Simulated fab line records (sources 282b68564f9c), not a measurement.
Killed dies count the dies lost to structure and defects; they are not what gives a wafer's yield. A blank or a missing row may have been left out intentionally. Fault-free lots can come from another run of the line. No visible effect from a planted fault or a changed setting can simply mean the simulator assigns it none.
Problem report in the 8D (eight disciplines) form, filled by code ; flow rit_cmos ; the parts of the form that need people (team, actions taken, sign-off) are left out

== 1. THE PROBLEM ==
Mean CONTACT_TEOS_THK at RIT_CONTACT_THK_MEAS_01: 573 nm over 2 wafers in 2 lots; fault-free wafers: 400 nm, standard deviation 5.9. That is +29 standard deviations from the usual mean.
The first sign was on wafer L841.6 at day 3 23:14, on film_metro-01. The record holds 42 wafers of 14 lots with a number at this step. The rule behind "out" and "out of limits": a value lying over 4 standard deviations away from the usual mean. The rest of the wafers with a number are treated as sound.

== 2. WHAT IT IS; WHAT IT IS NOT ==
question;is;is not
which readings at this step;CONTACT_TEOS_THK;-
which lots;L841, L844;L837, L838, L849, L851, L852, L854, L855, L856, L857, L858, L859, L860
which wafers of those lots;L841.6, L844.2;L841.2, L841.5, L844.3, L844.6
read on which gauges;film_metro-01, film_metro-02;film_metro-04
when;from day 3 23:14;"up to then (8 sound wafers); but 32 sound wafers of L844, L849, L851, L852, L854, L855, L856, L857, L858, L859, L860 came after"

== 3. SUSPECTS, AND WHAT RULES EACH OUT ==
Counting: any tool at a process step up to the reading remains a suspect provided it ran every lot that is out. Sound lots after the first of them don't rule it out here, since some wafers of a struck lot are sound.
- the gauge at RIT_CONTACT_THK_MEAS_01 is ruled out. Those wafers that are out were read across 2 gauges (film_metro-01, film_metro-02).
- litho_track-03 at RIT_NLDD_SOFTBAKE_02 (time 62.36 s): kept. It ran every lot that is out, first L841 (day 3 13:32).
- pecvd-03 at RIT_CONTACT_CVD_00 (deposits SiO2 from TEOS, target thk 400 nm, time 61 s): kept. It processed each lot that is out (first: L841, day 3 23:10); up to then, its last sound lot is L837 (day 3 03:44).
- At RIT_CONTACT_CVD_00, inside pecvd-03: chamber 2 took the wafers that are out, while their sound lot-mates went through chambers 0, 1.
The count leaves pecvd-03 at RIT_CONTACT_CVD_00 and litho_track-03 at RIT_NLDD_SOFTBAKE_02.

== 4. THE CAUSE (what the simulator had put in) ==
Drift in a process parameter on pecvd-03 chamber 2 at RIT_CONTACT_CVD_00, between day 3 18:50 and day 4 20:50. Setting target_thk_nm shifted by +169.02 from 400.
This tool is one of the 2 suspects left after counting.

== 5. THE CHAIN OF EFFECTS, in route order ==
Rows list readings where the struck wafers' mean (over those with a number) sits beyond 3 standard deviations from the usual. Only readings whose record carries a usual standard deviation are examined. hours: median over the lots of the time between each lot's start at the first step of this table that gives one and its start at this step. sigmas: the change, counted in usual standard deviations.
hours;step;reading;usual;on struck wafers;change;sigmas
0;RIT_CONTACT_THK_MEAS_01;CONTACT_TEOS_THK;400 nm;573;+173;+29

== 6. WHAT WOULD HAVE CAUGHT IT SOONER ==
Counted from the fault's start at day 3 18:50, it took 4 hours until the first out-of-limits reading at a measuring or inspecting step in this record, taken at day 3 23:14.
No tool reading at RIT_CONTACT_CVD_00 that has a usual standard deviation in the record was out on any struck wafer, so an alarm limit of 4 standard deviations on those readings would not have fired.
Lots out: 2; of these, L844 started RIT_CONTACT_CVD_00 on pecvd-03 after day 3 23:14. It would have been spared by a hold on the tool at that moment.
